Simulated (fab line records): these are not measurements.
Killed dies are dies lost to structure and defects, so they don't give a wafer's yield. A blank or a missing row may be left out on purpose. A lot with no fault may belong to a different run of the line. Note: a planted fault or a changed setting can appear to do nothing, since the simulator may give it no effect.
fab line records	flow rit-cmos
[record] lots = 14	wafers = 42	last-day = 7
route steps=202 shown NWELL@30 PRETRO@73 M1@202
lots that met no fault: from a run of the same line without faults
start-h: hours from the record's opening day to when the first of the lot's shown wafers began	wait-h: hours elapsed since this lot's preceding step	" identical to the entry in the row above	L1.1+2: one row covering several wafers at once	- no value present, or no start provided	* or withheld: withheld	< > ~ a bound
route shown NAME@n: NAME is a module with steps in the file, n the number in the route of the first one	usual: the fault-free wafers' mean and standard deviation	same: alike in all rows	chamber/n: place in a boat	sites: readings site by site	_std_site: how widely they spread, as a standard deviation	_edge_site: outer sites' mean less inner sites'	radius-mm: for every site, how far away it sits from the centre of the wafer	mask NAME#n: copy n	behind: the tool/chamber that last shaped the wafer	hold: what put the lot on hold/how long, in hours/how the hold closed	device: the n, p or np transistor that did not switch	end of line: tests of these same wafers at the route's end	a step with no rows: only its recipe	killed: not the wafer's yield, but the dies lost to structure and defects at the first sort	map: dies across one wafer; x = killed, . = not, _ = none there
set.NAME: the setting as run; set.NAME@STEP: as run at that earlier step	model.NAME: the simulator's own value behind a step, which no gauge read
the route's steps for a sample of lots (tables are steps, rows are wafers)
services: from which hour (start-h, from the record's first day; less than 0 if before it) a tool's chamber was out of use, for how many hours, and why
[[steps]]
[step RIT_NWELL_SOFTBAKE_02]
[recipe] resist = NOVOLAK	temp-c = 90	time-s = 60
[usual] chill-plate-temp-C = 23.01/0.11	heater-power-total-W = 34.56/0.047	plate-temp-C = 90.01/0.14
lot.wafer	tool	chamber	start-h	wait-h	chill-plate-temp-C	heater-power-total-W	plate-temp-C
L901.3	litho-track-02	0	19.66	0.1	22.98	34.55	89.97
L901.4	"	0	"	"	22.88	34.57	89.85
L901.6	"	0	"	"	22.89	34.57	90.03
L902.4	litho-track-02	0	25.81	0.1	22.99	34.47	90.03
L902.5	"	0	"	"	22.98	34.52	89.86
L902.6	"	0	"	"	23.01	34.45	89.92
L903.1	litho-track-03	0	30.12	0.1	22.98	34.51	90.05
L903.2	"	0	"	"	22.91	34.58	90.05
L903.3	"	0	"	"	23.00	34.53	90.19
L904.3	litho-track-01	0	36.60	0.1	22.97	34.59	90.03
L904.4	"	0	"	"	23.10	34.59	89.96
L904.5	"	0	"	"	22.93	34.58	89.87
L906.2	litho-track-03	0	45.08	0.1	23.13	34.58	90.07
L906.4	"	0	"	"	23.10	34.58	89.88
L906.5	"	0	"	"	23.10	34.60	89.97
L907.1	litho-track-03	0	49.67	0.1	23.02	34.54	89.88
L907.2	"	0	"	"	23.03	34.55	89.93
L907.6	"	0	"	"	23.10	34.44	89.91
L911.2	litho-track-03	0	69.58	0.1	23.00	33.22	87.44
L911.5	"	0	"	"	22.94	33.36	87.38
L911.6	"	0	"	"	23.05	33.26	87.43
L912.2	litho-track-03	0	74.63	0.1	22.99	33.36	87.87
L912.5	"	0	"	"	22.94	33.28	87.62
L912.6	"	0	"	"	23.04	33.29	87.74
L913.2	litho-track-01	0	80.31	0.1	22.92	34.49	90.01
L913.4	"	0	"	"	22.79	34.60	89.89
L913.6	"	0	"	"	22.86	34.55	89.84
L914.2	litho-track-02	0	84.78	0.1	23.26	34.55	89.92
L914.3	"	0	"	"	23.14	34.59	90.01
L914.6	"	0	"	"	23.15	34.49	90.12
L916.2	litho-track-02	0	94.63	0.1	22.89	34.56	90.10
L916.4	"	0	"	"	22.94	34.53	90.08
L916.6	"	0	"	"	22.87	34.51	90.27
L918.2	litho-track-02	0	104.67	0.1	23.02	34.48	90.14
L918.5	"	0	"	"	23.08	34.49	89.84
L918.6	"	0	"	"	23.05	34.63	89.97
L919.3	litho-track-02	0	110.58	0.1	22.90	34.51	90.06
L919.5	"	0	"	"	22.81	34.51	89.97
L919.6	"	0	"	"	22.92	34.54	89.99
L924.1	litho-track-02	0	134.74	0.1	22.96	34.60	90.15
L924.2	"	0	"	"	22.87	34.63	90.18
L924.3	"	0	"	"	22.81	34.59	90.17
[step RIT_NWELL_OVL_MEAS_06]
[usual] NWELL_OVL = -0.1/1.4
lot.wafer	tool	chamber	start-h	wait-h	NWELL_OVL[nm]
L901.3	overlay-01	-	20.20	-	-0.1
L901.4	"	-	"	"	0.7
L901.6	"	-	"	"	-1.2
L902.4	overlay-01	-	26.46	-	-0.1
L902.5	"	-	"	"	-0.2
L902.6	"	-	"	"	-0.4
L903.1	overlay-01	-	30.82	-	0.7
L903.2	"	-	"	"	-1.0
L903.3	"	-	"	"	2.4
L904.3	overlay-01	-	37.26	-	0.3
L904.4	"	-	"	"	1.7
L904.5	"	-	"	"	0.7
L906.2	overlay-02	-	45.76	-	2.5
L906.4	"	-	"	"	2.6
L906.5	"	-	"	"	3.8
L907.1	overlay-01	-	50.25	-	-2.0
L907.2	"	-	"	"	-1.8
L907.6	"	-	"	"	-2.1
L911.2	overlay-02	-	70.14	-	0.0
L911.5	"	-	"	"	-2.1
L911.6	"	-	"	"	-0.8
L912.2	overlay-02	-	75.32	-	-0.7
L912.5	"	-	"	"	-1.1
L912.6	"	-	"	"	-1.2
L913.2	overlay-02	-	81.00	-	-1.1
L913.4	"	-	"	"	0.1
L913.6	"	-	"	"	-2.5
L914.2	overlay-02	-	85.34	-	0.5
L914.3	"	-	"	"	2.9
L914.6	"	-	"	"	2.4
L916.2	overlay-01	-	95.27	-	-2.3
L916.4	"	-	"	"	-0.4
L916.6	"	-	"	"	-0.9
L918.2	overlay-02	-	105.23	-	0.0
L918.5	"	-	"	"	0.0
L918.6	"	-	"	"	1.2
L919.3	overlay-01	-	111.12	-	-0.9
L919.5	"	-	"	"	0.0
L919.6	"	-	"	"	-0.5
L924.1	overlay-02	-	135.32	-	1.5
L924.2	"	-	"	"	3.1
L924.3	"	-	"	"	2.5
[step RIT_NWELL_STRIP_09]
[recipe] chemistry = O2	time-s = 180	resist = NOVOLAK	platen-temp-c = withheld	power-w = 500	pressure-mtorr = 4000	o2-flow-sccm = 4000
[usual] drypump-motor-current-A = 5.7/0.48
lot.wafer	tool	chamber	start-h	wait-h	drypump-motor-current-A	rf-hours-counter-h
L901.3	plasma-asher-02	0	20.68	0.1	5.3	-
L901.4	"	1	"	"	6.6	-
L901.6	"	1	"	"	6.6	-
L902.4	plasma-asher-01	0	26.94	0.1	5.2	-
L902.5	"	1	"	"	5.3	-
L902.6	"	0	"	"	5.3	-
L903.1	plasma-asher-02	1	31.26	0.1	6.6	39
L903.2	"	0	"	"	5.2	39
L903.3	"	0	"	"	5.2	-
L904.3	plasma-asher-02	1	37.75	0.1	6.6	-
L904.4	"	0	"	"	5.3	-
L904.5	"	1	"	"	6.6	-
L906.2	plasma-asher-02	1	46.19	0.1	6.6	40
L906.4	"	0	"	"	5.3	-
L906.5	"	0	"	"	5.3	-
L907.1	plasma-asher-03	0	50.69	0.1	5.6	40
L907.2	"	1	"	"	5.6	40
L907.6	"	1	"	"	5.6	-
L911.2	plasma-asher-02	1	70.57	0.1	6.6	43
L911.5	"	0	"	"	5.3	-
L911.6	"	1	"	"	6.6	-
L912.2	plasma-asher-01	1	75.75	0.1	5.3	42
L912.5	"	0	"	"	5.2	-
L912.6	"	1	"	"	5.3	-
L913.2	plasma-asher-03	1	81.43	0.1	5.6	43
L913.4	"	1	"	"	5.6	-
L913.6	"	0	"	"	5.6	-
L914.2	plasma-asher-02	1	85.77	0.1	6.6	44
L914.3	"	0	"	"	5.3	-
L914.6	"	1	"	"	6.6	-
L916.2	plasma-asher-03	1	95.70	0.1	5.6	45
L916.4	"	0	"	"	5.6	-
L916.6	"	0	"	"	5.7	-
L918.2	plasma-asher-03	0	105.66	0.1	5.6	46
L918.5	"	1	"	"	5.6	-
L918.6	"	0	"	"	5.6	-
L919.3	plasma-asher-02	1	111.68	0.1	6.6	-
L919.5	"	1	"	"	6.6	-
L919.6	"	0	"	"	5.2	-
L924.1	plasma-asher-03	1	135.76	0.1	5.7	2
L924.2	"	0	"	"	5.6	2
L924.3	"	0	"	"	5.6	-
[step RIT_PRETRO_STRIP_09]
[recipe] chemistry = O2	time-s = 180	resist = NOVOLAK	platen-temp-c = withheld	power-w = 500	pressure-mtorr = 4000	o2-flow-sccm = 4000
[usual] drypump-motor-current-A = 5.5/0.61
lot.wafer	tool	chamber	start-h	wait-h	drypump-motor-current-A	rf-hours-counter-h
L901.3	plasma-asher-04	0	30.91	0.1	5.7	-
L901.4	"	1	"	"	4.7	-
L901.6	"	1	"	"	4.7	-
L902.4	plasma-asher-03	1	37.27	0.1	5.6	-
L902.5	"	1	"	"	5.6	-
L902.6	"	0	"	"	5.6	-
L903.1	plasma-asher-04	0	41.48	0.1	5.7	26
L903.2	"	1	"	"	4.7	26
L903.3	"	0	"	"	5.7	-
L904.3	plasma-asher-03	0	47.99	0.1	5.7	-
L904.4	"	1	"	"	5.6	-
L904.5	"	0	"	"	5.6	-
L906.2	plasma-asher-02	1	56.55	0.1	6.6	41
L906.4	"	1	"	"	6.6	-
L906.5	"	0	"	"	5.3	-
L907.1	plasma-asher-02	1	60.79	0.1	6.6	42
L907.2	"	0	"	"	5.2	42
L907.6	"	0	"	"	5.3	-
L911.2	plasma-asher-04	0	81.81	0.1	5.7	31
L911.5	"	1	"	"	4.7	-
L911.6	"	0	"	"	5.7	-
L912.2	plasma-asher-03	0	86.07	0.1	5.6	44
L912.5	"	0	"	"	5.6	-
L912.6	"	1	"	"	5.6	-
L913.2	plasma-asher-04	1	92.09	0.1	4.7	32
L913.4	"	0	"	"	5.7	-
L913.6	"	0	"	"	5.7	-
L914.2	plasma-asher-02	0	95.93	0.1	5.2	46
L914.3	"	1	"	"	6.6	-
L914.6	"	1	"	"	6.6	-
L916.2	plasma-asher-04	1	105.84	0.1	4.7	33
L916.4	"	1	"	"	4.7	-
L916.6	"	0	"	"	5.7	-
L918.2	plasma-asher-04	0	116.31	0.1	5.7	35
L918.5	"	0	"	"	5.7	-
L918.6	"	1	"	"	4.7	-
L919.3	plasma-asher-03	0	122.14	0.1	5.6	-
L919.5	"	0	"	"	5.6	-
L919.6	"	1	"	"	5.6	-
L924.1	plasma-asher-02	1	145.87	0.1	6.6	51
L924.2	"	0	"	"	5.3	51
L924.3	"	0	"	"	5.3	-
[step RIT_M1_PROBE_99]
[usual] killed_at_M0_to_M3 = 0.0/0.14	killed-at-contacts = 0.1/0.36	killed-at-front-end = 7/3.4	killed-dies = 7/3.4	killed-open = 3.3/2	killed-short = 3.8/2.4
[same] gross-dies = 264	killed_at_M4_up = 0	killed-at-back-side = 0	killed-at-other = 0
lot.wafer	tool	chamber	start-h	wait-h	killed_at_M0_to_M3	killed-at-contacts	killed-at-front-end	killed-dies	killed-open	killed-short
L901.3	prober-02	-	56.31	0.2	0	2	7	9	4	5
L901.4	prober-02	-	56.36	0.2	0	0	9	9	5	4
L901.6	prober-02	-	56.46	0.2	0	0	2	2	2	0
L902.4	prober-01	-	62.65	0.2	0	0	7	7	2	5
L902.5	prober-01	-	62.70	0.2	0	0	7	7	5	2
L902.6	prober-01	-	62.75	0.2	0	0	6	6	3	3
L903.1	prober-02	-	67.60	0.1	0	0	4	4	4	0
L903.2	prober-02	-	67.65	0.1	0	0	5	5	2	3
L903.3	prober-02	-	67.70	0.2	0	0	9	9	3	6
L904.3	prober-01	-	73.14	0.2	0	1	9	10	2	8
L904.4	prober-01	-	73.19	0.2	0	1	3	4	2	1
L904.5	prober-01	-	73.24	0.2	0	0	4	4	1	3
L906.2	prober-01	-	81.26	0.1	0	0	8	8	4	2
L906.4	prober-01	-	81.36	0.2	0	0	15	15	7	7
L906.5	prober-01	-	81.41	0.2	1	0	7	8	4	4
L907.1	prober-02	-	86.04	0.1	0	0	6	6	4	2
L907.2	prober-02	-	86.09	0.1	0	0	5	5	2	3
L907.6	prober-02	-	86.29	0.2	0	0	8	8	5	3
L911.2	prober-02	-	106.70	0.1	0	0	9	9	3	6
L911.5	prober-02	-	106.85	0.2	0	0	10	10	3	7
L911.6	prober-02	-	106.90	0.2	0	0	7	7	3	4
L912.2	prober-01	-	110.91	0.1	0	0	5	5	3	2
L912.5	prober-01	-	111.06	0.2	0	0	6	6	3	3
L912.6	prober-01	-	111.11	0.2	0	0	4	4	2	2
L913.2	prober-02	-	116.67	0.1	0	0	5	5	2	3
L913.4	prober-02	-	116.77	0.2	0	0	10	10	6	4
L913.6	prober-02	-	116.87	0.2	0	0	4	4	3	1
L914.2	prober-01	-	121.91	0.1	0	0	11	11	6	5
L914.3	prober-01	-	121.96	0.2	0	0	4	4	1	3
L914.6	prober-01	-	122.11	0.2	0	0	14	14	7	7
L916.2	prober-01	-	132.42	0.1	0	0	5	5	2	3
L916.4	prober-01	-	132.52	0.2	0	0	6	6	2	4
L916.6	prober-01	-	132.62	0.2	0	0	12	12	8	4
L918.2	prober-01	-	141.64	0.1	0	0	6	6	4	2
L918.5	prober-01	-	141.79	0.2	0	0	1	1	1	0
L918.6	prober-01	-	141.84	0.2	0	0	5	5	1	4
L919.3	prober-02	-	147.17	0.2	0	0	2	2	2	0
L919.5	prober-02	-	147.27	0.2	0	0	12	12	7	5
L919.6	prober-02	-	147.32	0.2	0	0	8	8	4	3
L924.1	prober-01	-	170.96	0.1	0	0	9	9	5	4
L924.2	prober-01	-	171.01	0.1	0	0	2	2	2	0
L924.3	prober-01	-	171.06	0.2	0	0	6	6	1	5
// killed by level:class
L901.3 SILICIDE:geometric-particle:short=2 CONTACT:geometric-particle:open=2 FOX1:geometric-particle:short=1 FOX2:geometric-particle:short=1 GATE:geometric-particle:open=1 REOX:geometric-particle:short=1 SILICIDE:geometric-particle:open=1
L901.4 GATE:geometric-particle:open=3 GATE:geometric-particle:short=2 FOX1:geometric-particle:open=1 FOX1:geometric-particle:short=1 REOX:geometric-particle:open=1 SILICIDE:geometric-particle:short=1
L901.6 REOX:geometric-particle:open=1 SILICIDE:geometric-particle:open=1
L902.4 GATE:geometric-particle:short=2 SILICIDE:geometric-particle:short=2 FOX1:geometric-particle:short=1 GATE:geometric-particle:open=1 SILICIDE:geometric-particle:open=1
L902.5 SILICIDE:geometric-particle:open=3 GATE:geometric-particle:open=1 SPACER:geometric-particle:short=1 SPACER:geometric-particle:open=1 SILICIDE:geometric-particle:short=1
L902.6 SILICIDE:geometric-particle:open=2 FOX1:geometric-particle:short=1 FOX2:geometric-particle:short=1 REOX:geometric-particle:open=1 SILICIDE:geometric-particle:short=1
L903.1 FOX1:geometric-particle:open=1 FOX2:geometric-particle:open=1 REOX:geometric-particle:open=1 SILICIDE:geometric-particle:open=1
L903.2 GATE:geometric-particle:short=2 FOX1:geometric-particle:open=1 FOX2:geometric-particle:open=1 SPACER:geometric-particle:short=1
L903.3 GATE:geometric-particle:open=2 SILICIDE:geometric-particle:short=2 FOX1:geometric-particle:short=1 FOX2:geometric-particle:short=1 GATE:geometric-particle:short=1 SPACER:geometric-particle:short=1 SILICIDE:geometric-particle:open=1
L904.3 FOX1:geometric-particle:short=2 FOX2:geometric-particle:short=2 SPACER:geometric-particle:short=2 FOX1:geometric-particle:open=1 GATE:geometric-particle:short=1 SPACER:geometric-particle:open=1 CONTACT:geometric-particle:short=1
L904.4 FOX1:geometric-particle:open=1 SILICIDE:geometric-particle:open=1 CONTACT:geometric-particle:short=1 NWELL:coat-microbubble-printed=1
L904.5 FOX1:geometric-particle:short=1 GATE:geometric-particle:open=1 REOX:geometric-particle:short=1 SPACER:geometric-particle:short=1
L906.2 GATE:geometric-particle:short=2 GATE:geometric-particle:open=2 NSD:coat-microbubble-printed=2 FOX2:geometric-particle:open=1 SPACER:geometric-particle:open=1
L906.4 GATE:geometric-particle:open=5 GATE:geometric-particle:short=5 FOX1:geometric-particle:short=1 FOX1:geometric-particle:open=1 REOX:geometric-particle:short=1 SPACER:geometric-particle:open=1 NSD:coat-microbubble-printed=1
L906.5 GATE:geometric-particle:open=2 GATE:geometric-particle:short=2 REOX:geometric-particle:open=2 REOX:geometric-particle:short=1 M1:geometric-particle:short=1
L907.1 FOX1:geometric-particle:open=3 FOX1:geometric-particle:short=1 GATE:geometric-particle:short=1 REOX:geometric-particle:open=1
L907.2 REOX:geometric-particle:short=2 GATE:geometric-particle:short=1 REOX:geometric-particle:open=1 SPACER:geometric-particle:open=1
L907.6 FOX2:geometric-particle:open=2 GATE:geometric-particle:open=2 SPACER:geometric-particle:short=2 GATE:geometric-particle:short=1 REOX:geometric-particle:open=1
L911.2 GATE:geometric-particle:short=3 FOX1:geometric-particle:open=1 GATE:geometric-particle:open=1 REOX:geometric-particle:short=1 SPACER:geometric-particle:short=1 SILICIDE:geometric-particle:short=1 SILICIDE:geometric-particle:open=1
L911.5 GATE:geometric-particle:short=4 GATE:geometric-particle:open=2 SILICIDE:geometric-particle:short=2 FOX1:geometric-particle:short=1 FOX2:geometric-particle:open=1
L911.6 REOX:geometric-particle:short=3 FOX1:geometric-particle:open=1 FOX2:geometric-particle:short=1 GATE:geometric-particle:open=1 REOX:geometric-particle:open=1
L912.2 GATE:geometric-particle:open=2 GATE:geometric-particle:short=1 REOX:geometric-particle:open=1 SILICIDE:geometric-particle:short=1
L912.5 SILICIDE:geometric-particle:short=2 FOX1:geometric-particle:open=1 GATE:geometric-particle:open=1 REOX:geometric-particle:short=1 SILICIDE:geometric-particle:open=1
L912.6 GATE:geometric-particle:open=2 FOX1:geometric-particle:short=1 GATE:geometric-particle:short=1
L913.2 GATE:geometric-particle:open=2 FOX2:geometric-particle:short=1 GATE:geometric-particle:short=1 REOX:geometric-particle:short=1
L913.4 GATE:geometric-particle:short=3 GATE:geometric-particle:open=2 SPACER:geometric-particle:open=2 FOX1:geometric-particle:short=1 FOX1:geometric-particle:open=1 FOX2:geometric-particle:open=1
L913.6 GATE:geometric-particle:open=2 REOX:geometric-particle:short=1 SPACER:geometric-particle:open=1
L914.2 GATE:geometric-particle:short=3 GATE:geometric-particle:open=3 SPACER:geometric-particle:short=2 FOX1:geometric-particle:open=1 FOX2:geometric-particle:open=1 SPACER:geometric-particle:open=1
L914.3 GATE:geometric-particle:short=2 GATE:geometric-particle:open=1 SILICIDE:geometric-particle:short=1
L914.6 SPACER:geometric-particle:short=4 GATE:geometric-particle:open=3 REOX:geometric-particle:open=2 SPACER:geometric-particle:open=2 GATE:geometric-particle:short=1 REOX:geometric-particle:short=1 SILICIDE:geometric-particle:short=1
L916.2 REOX:geometric-particle:short=2 SILICIDE:geometric-particle:open=2 SILICIDE:geometric-particle:short=1
L916.4 GATE:geometric-particle:short=3 GATE:geometric-particle:open=1 REOX:geometric-particle:open=1 SPACER:geometric-particle:short=1
L916.6 GATE:geometric-particle:open=4 FOX1:geometric-particle:short=3 FOX1:geometric-particle:open=1 FOX2:geometric-particle:open=1 GATE:geometric-particle:short=1 REOX:geometric-particle:open=1 SPACER:geometric-particle:open=1
L918.2 GATE:geometric-particle:open=2 FOX1:geometric-particle:open=1 GATE:geometric-particle:short=1 SILICIDE:geometric-particle:short=1 SILICIDE:geometric-particle:open=1
L918.5 FOX1:geometric-particle:open=1
L918.6 SILICIDE:geometric-particle:short=2 FOX1:geometric-particle:short=1 GATE:geometric-particle:short=1 REOX:geometric-particle:open=1
L919.3 REOX:geometric-particle:open=1 SILICIDE:geometric-particle:open=1
L919.5 GATE:geometric-particle:short=3 FOX1:geometric-particle:open=2 GATE:geometric-particle:open=2 REOX:geometric-particle:open=2 FOX1:geometric-particle:short=1 SPACER:geometric-particle:short=1 SPACER:geometric-particle:open=1
L919.6 FOX1:geometric-particle:open=2 GATE:geometric-particle:open=2 FOX1:geometric-particle:short=1 GATE:geometric-particle:short=1 REOX:geometric-particle:short=1 NSD:coat-microbubble-printed=1
L924.1 FOX2:geometric-particle:open=2 SILICIDE:geometric-particle:open=2 FOX1:geometric-particle:short=1 FOX2:geometric-particle:short=1 GATE:geometric-particle:short=1 SPACER:geometric-particle:open=1 SPACER:geometric-particle:short=1
L924.2 FOX2:geometric-particle:open=1 REOX:geometric-particle:open=1
L924.3 SPACER:geometric-particle:short=3 GATE:geometric-particle:short=1 SILICIDE:geometric-particle:short=1 SILICIDE:geometric-particle:open=1
[[services]]
tool	chamber	start-h	hours	kind
plasma-asher-01	-	0.14	14.6	pm
plasma-asher-01	-	53.02	4.2	repair
plasma-asher-03	-	108.75	9.0	pm
plasma-asher-03	0	108.75	9.0	vent-cycle
plasma-asher-03	1	108.75	9.0	vent-cycle
plasma-asher-03	0	117.75	-	clean
plasma-asher-03	1	117.75	-	clean
plasma-asher-03	-	137.99	23.6	repair
[[key]]
[first-sign] step = RIT_NWELL_SOFTBAKE_02	reading = heater-power-total-W	direction = down	sigmas = 27	usual = 34.56	struck = 33.30
[effect] step = RIT_NWELL_SOFTBAKE_02	reading = plate-temp-C	direction = down	sigmas = 17	usual = *	struck = *
met-at RIT_NWELL_SOFTBAKE_02
struck-lots L911,L912
tester-left-out L911,L912
not-acting-at RIT_NWELL_OVL_MEAS_06,RIT_NWELL_STRIP_09,RIT_PRETRO_STRIP_09
onset-between 49.67 69.58
[fault] kind = process-parameter-drift	tool = litho-track-03	chamber = -	onset-h = 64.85	steps = RIT_NWELL_SOFTBAKE_02	channel = temp-c	offset = *	shape = step	end-h = 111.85	acts-in = *	stated = *
// tester-left-out: of these lots the tester's yield and bins aren't shown, on N5 and GAA mostly nor the transistor test; their killed dies are dies lost to structure and defects alone, not to doping, threshold or leakage, so they don't give the yield
